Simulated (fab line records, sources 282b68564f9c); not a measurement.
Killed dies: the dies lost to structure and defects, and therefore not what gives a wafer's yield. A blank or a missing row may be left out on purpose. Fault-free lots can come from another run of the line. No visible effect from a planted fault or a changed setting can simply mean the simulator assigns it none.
Chamber matching ; flow rit cmos ; 4 sister chambers for RIT_GATE_ETCH_19 on rie si-02
The step etches poly-Si in SF6/CHF3/O2, stops on SiO2, time 165 s, target depth 312.5 nm. 16 wafers are shown with their chamber, then 8 later ones without.

WAFERS PAIRED WITH THEIR CHAMBERS
wafer;chamber;drypump motor current A (A);throttle valve pct (%);oes product au (a.u.)
L705.2;1;5.7;10.17;0.840
L705.3;2;5.9;10.16;0.836
L705.4;3;5.8;10.10;0.852
L707.1;1;5.7;10.16;0.836
L707.2;0;5.0;10.26;0.827
L707.6;0;5.0;10.25;0.830
L709.1;0;5.0;10.23;0.834
L709.3;1;5.7;10.18;0.846
L709.4;3;5.8;10.11;0.847
L713.1;2;5.9;10.16;0.831
L713.4;1;5.7;10.19;0.843
L713.5;1;5.7;10.16;0.837
L721.2;1;5.7;10.17;0.849
L721.3;0;5.0;10.25;0.839
L721.6;0;5.0;10.25;0.844
L723.1;2;6.0;10.18;0.849

SIGNATURES (means of the wafers above)
reading;chamber 0;chamber 1;chamber 2;chamber 3;scatter within a chamber
drypump motor current A;5.000;5.700;5.933;5.800;0.0236
throttle valve pct;10.2480;10.1717;10.1667;10.1050;0.0111
oes product au;0.83480;0.84183;0.83867;0.84950;0.00647
Rule: for a wafer and a chamber, the distance is found by dividing, reading by reading, the gap between the wafer's reading and the chamber's mean by the reading's scatter, squaring, summing and taking the root. If the next closest chamber is less than 2 further off than the closest, the wafer can't be placed; otherwise it belongs to the closest. The scatter is the square root of a quotient: the sum, over the shown wafers, of each reading's squared deviation from its chamber's mean, divided by wafers minus chambers.

WAFERS WHOSE CHAMBER IS MISSING
wafer;drypump motor current A (A);throttle valve pct (%);oes product au (a.u.)
L723.2;5.7;10.19;0.844
L723.6;5.7;10.18;0.842
L725.2;5.7;10.17;0.840
L725.3;5.8;10.12;0.852
L725.4;5.9;10.18;0.835
L727.3;5.9;10.18;0.832
L727.4;5.9;10.11;0.844
L727.6;5.8;10.09;0.842

WHICH CHAMBER EACH WENT THROUGH
wafer;from the rows above;in truth
L723.2;1;1
L723.6;1;1
L725.2;1;1
L725.3;3;3
L725.4;2;2
L727.3;2;2
L727.4;can't be placed: 3 or 2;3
L727.6;3;3
Correct placement for 7 of the 8. Cannot be placed on the basis of these rows: 1; the candidates contain the true chamber in 1. Number placed wrongly: 0.
